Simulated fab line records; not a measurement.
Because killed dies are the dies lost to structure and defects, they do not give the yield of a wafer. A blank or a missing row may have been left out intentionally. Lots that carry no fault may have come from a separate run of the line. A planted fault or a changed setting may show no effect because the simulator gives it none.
A struck lot beside a sound one || flow rit_cmos || 17 out of 202 route steps
Sound: these wafers, L101.1, L101.2, L101.3. Struck: wafer L109.5 (L109.2, L109.4, from the same lot, were not struck and are left out); the cause is given at the end.
Per side, at each step with rows, come the tool, then ch with its chambers, and then its first start. Under that, the readings that differ: sound wafers || struck wafers || difference of the means || sigmas: that difference in standard deviations of wafers without a fault.
alike: readings whose means differ by less than 2 such deviations, and words and numbers that are the same on both sides. not compared: withheld readings, readings that some wafer has no value for, bounds like >300 that may hide the same value, and numbers for which the record gives no deviation and whose values overlap.
Wherever a step has rows on one side only, a row that says differs or no value, or a row with sigmas, the two part there. Non-overlapping numbers with no deviation appear without sigmas and do not part them. Lack of a reading on every wafer of one side parts them only where that side has two or more wafers.

first, 1 step without rows for these wafers: RIT_PSD_IMPLANT_08.
RIT_PSD_STRIP_09: strips in O2, time 180 s.
  sound on plasma_asher-04 ch 0,1, day 4 03:02; struck on plasma_asher-03 ch 1, day 5 17:04
  alike: drypump_motor_current_A
  not compared: rf_hours_counter_h
RIT_PSD_TW_MEAS_10:
  struck on film_metro-03, day 5 17:16; sound on film_metro-02, day 4 03:13
{"reading": "PSD_TW", "sound": "3499 3484 3498", "struck": 3393, "difference": -101, "sigmas": -2}
then, 3 steps without rows for these wafers: RIT_SDANNEAL_CLEAN_00 (cleans in SC1, time 600 s); RIT_SDANNEAL_CLEAN_01 (cleans in dHF, time 30 s); RIT_SDANNEAL_CLEAN_02 (cleans in SC2, time 600 s).
RIT_SDANNEAL_RTA_03: time 5 s.
  sound on rtp_anneal-01 ch 0, day 4 03:38; struck on rtp_anneal-01 ch 0, day 5 17:41
  alike: chamber_o2_ppm, wafer_temp_C_max
RIT_SDANNEAL_RS_MEAS_04: a four-point-probe measurement.
  struck on film_metro-02, day 5 17:45; sound on film_metro-04, day 4 03:42
  alike: PSD_RS
RIT_SDANNEAL_RS_MEAS_05: a four-point-probe measurement.
  struck on film_metro-02, day 5 17:52; sound on film_metro-04, day 4 03:49
  alike: NSD_RS
RIT_SDANNEAL_RS_MEAS_06: a four-point-probe measurement.
  struck on film_metro-02, day 5 17:59; sound on film_metro-04, day 4 03:56
  alike: PLDD_RS
RIT_SDANNEAL_RS_MEAS_07: a four-point-probe measurement.
  struck on film_metro-02, day 5 18:07; sound on film_metro-04, day 4 04:04
{"reading": "NLDD_RS (ohm/sq)", "sound": "152.9 152.5 153.2", "struck": 150.6, "difference": -2.3, "sigmas": -3}
then, 1 step without rows for these wafers: RIT_SILICIDE_WET_ETCH_00 (etches SiO2 in BOE, target depth 14 nm, time 15 s).
RIT_SILICIDE_SPUTTER_01: material Ti, target thk 30 nm, time 240 s.
  struck on pvd_sputter-02, day 5 18:14; sound on pvd_sputter-03, day 4 04:12
{"reading": "model.Ti_of_SILICIDE_SPUTTER_01.thk_nm (nm)", "sound": "30.22 30.29 29.95", "struck": 25.11, "difference": -5.04, "sigmas": ""}
  alike: throttle_valve_pct
RIT_SILICIDE_RS_MEAS_02: a four-point-probe measurement.
  struck on film_metro-03, day 5 18:24; sound on film_metro-04, day 4 04:21
{"reading": "SILICIDE_TI_RS (ohm/sq)", "sound": "51.5 51.3 52.0", "struck": 65.0, "difference": "+13.4", "sigmas": "+18"}
RIT_SILICIDE_THK_MEAS_03: measures by xrf.
  struck on film_metro-03, day 5 18:31; sound on film_metro-04, day 4 04:28
{"reading": "SILICIDE_TI_THK (nm)", "sound": "29.6 29.6 29.4", "struck": 24.8, "difference": -4.7, "sigmas": -15}
RIT_SILICIDE_RTA_04: time 10 s, ramp up 5 s, ramp down 5 s.
  sound on rtp_anneal-02 ch 0, day 4 04:32; struck on rtp_anneal-02 ch 0, day 5 18:34
  alike: chamber_o2_ppm, wafer_temp_C_max
RIT_M1_PROBE_99:
  struck on prober-01, day 6 01:31; sound on prober-02, day 4 11:10
{"reading": "killed_on_rim", "sound": "1 0 0", "struck": 4, "difference": "+4", "sigmas": "+3"}
{"reading": "model.etest.npoly_line.line_ohm_um", "sound": "166.4 169.7 169.1", "struck": 190.3, "difference": "+21.9", "sigmas": ""}
{"reading": "model.etest.ppoly_line.line_ohm_um", "sound": "162.5 162 163.2", "struck": 182.3, "difference": "+19.7", "sigmas": ""}
{"reading": "model.etest.contact_pplus.end_ohm_um", "sound": "44.68 45.7 44.43", "struck": 40.27, "difference": -4.67, "sigmas": ""}
{"reading": "model.etest.contact_nplus.end_ohm_um", "sound": "41.33 42.12 41.73", "struck": 35.59, "difference": -6.14, "sigmas": ""}
{"reading": "model.etest.npoly_line.rs_ohm_sq", "sound": "16.9 16.79 17.07", "struck": 19.46, "difference": "+2.54", "sigmas": ""}
{"reading": "model.etest.ppoly_line.rs_ohm_sq", "sound": "16.43 16.45 16.59", "struck": 18.75, "difference": "+2.26", "sigmas": ""}
{"reading": "model.etest.npoly_sal.rs_ohm_sq", "sound": "4.355 4.351 4.411", "struck": 5.088, "difference": "+0.716", "sigmas": ""}
{"reading": "model.etest.ppoly_sal.rs_ohm_sq", "sound": "4.342 4.313 4.393", "struck": 5.073, "difference": "+0.724", "sigmas": ""}
  alike: killed_at_contacts, killed_at_front_end, killed_dies, killed_open, killed_short

== WHERE THEY PART ==
Earliest at RIT_PSD_TW_MEAS_10; latest, in this record, at RIT_M1_PROBE_99.

WHY: whatever the simulator had introduced
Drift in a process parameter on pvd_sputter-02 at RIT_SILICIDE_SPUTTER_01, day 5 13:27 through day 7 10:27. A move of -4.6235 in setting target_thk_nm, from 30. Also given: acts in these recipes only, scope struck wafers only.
